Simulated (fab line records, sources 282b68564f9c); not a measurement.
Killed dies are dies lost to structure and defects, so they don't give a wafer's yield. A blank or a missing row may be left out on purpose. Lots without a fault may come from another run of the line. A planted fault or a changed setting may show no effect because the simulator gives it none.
Split-lot experiment | flow rit_cmos | 5 lots, 23 wafers read, on a route of 202 steps

THE SPLIT
At RIT_ACTIVE_EXPOSE_08 (exposes mask M1, target cd 1400 nm), the setting dose_mj was moved away from the recipe's 225 on 8 of the 23 wafers read, by +2.2% to +7.0%. The other wafers ran this setting at the recipe's value.

FROM THE SPLIT TO THE READING: what the file shows between them, 6 steps
- RIT_ACTIVE_PEB_09
- RIT_ACTIVE_DEVELOP_10: develop time 50 s
- RIT_ACTIVE_CD_MEAS_11: target cd 1400 nm
- RIT_ACTIVE_HARDBAKE_12: time 60 s
- RIT_ACTIVE_ETCH_13: etches Si3N4 in SF6, stops on SiO2, time 210 s, target depth 210 nm
- RIT_ACTIVE_STRIP_14: strips in O2, time 180 s

THE READING
cd_nm, in nm, at RIT_ACTIVE_CD_MEAS_90 (target cd 1400 nm). Fault-free wafers of this fab line usually give 1399.6 nm, standard deviation 2.7 nm.

wafer  | tool, chamber at the split | dose_mj as run | against the recipe | cd_nm, nm | against lot-mates on the recipe
L075.1 | iline_stepper-01, 0        | 225            | recipe             | 1399.6    | -
L075.3 | iline_stepper-01, 0        | 225            | recipe             | 1398.0    | -
L075.6 | iline_stepper-01, 0        | 225            | recipe             | 1397.3    | -
L077.1 | iline_stepper-01, 0        | 240.8          | +7.0%              | 1382.0    | -20.2
L077.2 | iline_stepper-01, 0        | 240.8          | +7.0%              | 1381.8    | -20.5
L077.3 | iline_stepper-01, 0        | 225            | recipe             | 1403.3    | -
L077.4 | iline_stepper-01, 0        | 225            | recipe             | 1401.2    | -
L077.6 | iline_stepper-01, 0        | 240.8          | +7.0%              | 1380.1    | -22.2
L081.1 | iline_stepper-01, 0        | 225            | recipe             | 1397.6    | -
L081.2 | iline_stepper-01, 0        | 225            | recipe             | 1397.2    | -
L081.4 | iline_stepper-01, 0        | 225            | recipe             | 1396.5    | -
L081.5 | iline_stepper-01, 0        | 225            | recipe             | 1399.0    | -
L081.6 | iline_stepper-01, 0        | 225            | recipe             | 1399.7    | -
L082.1 | iline_stepper-01, 0        | 234.4          | +4.2%              | 1384.4    | -12.9
L082.2 | iline_stepper-01, 0        | 225            | recipe             | 1397.2    | -
L082.3 | iline_stepper-01, 0        | 234.4          | +4.2%              | 1385.8    | -11.5
L082.4 | iline_stepper-01, 0        | 225            | recipe             | 1398.4    | -
L082.6 | iline_stepper-01, 0        | 225            | recipe             | 1396.4    | -
L085.1 | iline_stepper-02, 0        | 225            | recipe             | 1401.1    | -
L085.3 | iline_stepper-02, 0        | 230            | +2.2%              | 1394.1    | -8.0
L085.4 | iline_stepper-02, 0        | 225            | recipe             | 1403.0    | -
L085.5 | iline_stepper-02, 0        | 230            | +2.2%              | 1395.3    | -6.8
L085.6 | iline_stepper-02, 0        | 230            | +2.2%              | 1397.7    | -4.3

THE FIT
A straight line over all 23 wafers: cd_nm changes by -2.62 nm for each +1% of dose_mj; r = -0.94; the points scatter about the line by 2.4 nm.
The same after taking each lot's own level away (the mean of its wafers on the recipe; 23 wafers): -2.97 nm for each +1%; r = -0.99; scatter 1.1 nm.
On that fit, the largest move of dose_mj shifts the reading by 21 nm.
The lots' own levels span 1397.33 to 1402.25 nm, that is 1.8 times the standard deviation above.
So the lot-to-lot level changes the slope: the two fits differ.
Check: with one of the wafers moved furthest among these (+7.0%) left out of the fit, the line predicts -21 nm for it against its lot-mates. It came out at -20.2 nm against them.

OTHER SPLITS ON THESE WAFERS
These wafers also went through other splits before the reading. Each is held against what the fit with the lots' levels taken away leaves over:
other split on the same wafers | wafers away from the commonest value | r with cd_nm (lot level and that fit taken away)
RIT_ACTIVE_OXIDATION_01 temp_c | 18                                   | +0.01

THE WHOLE CHAIN: every reading that the file lists as answering this split, in the file's order
step                  | what it does                                                        | reading                                                       | change (the file's fit)              | r (the file's)
RIT_ACTIVE_CD_MEAS_11 | target cd 1400 nm                                                   | cd_nm                                                         | -2.92 nm for each +1% of the setting | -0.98
RIT_ACTIVE_ETCH_13    | etches Si3N4 in SF6, stops on SiO2, time 210 s, target depth 210 nm | ACTIVE.cd_nm (the simulator's own value, which no gauge read) | -2.86 nm for each +1% of the setting | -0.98
RIT_ACTIVE_CD_MEAS_90 | target cd 1400 nm                                                   | cd_nm                                                         | -2.96 nm for each +1% of the setting | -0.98

THE FILE'S OWN FIT
cd_nm changes by -2.96 nm for each +1% of dose_mj, r = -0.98.
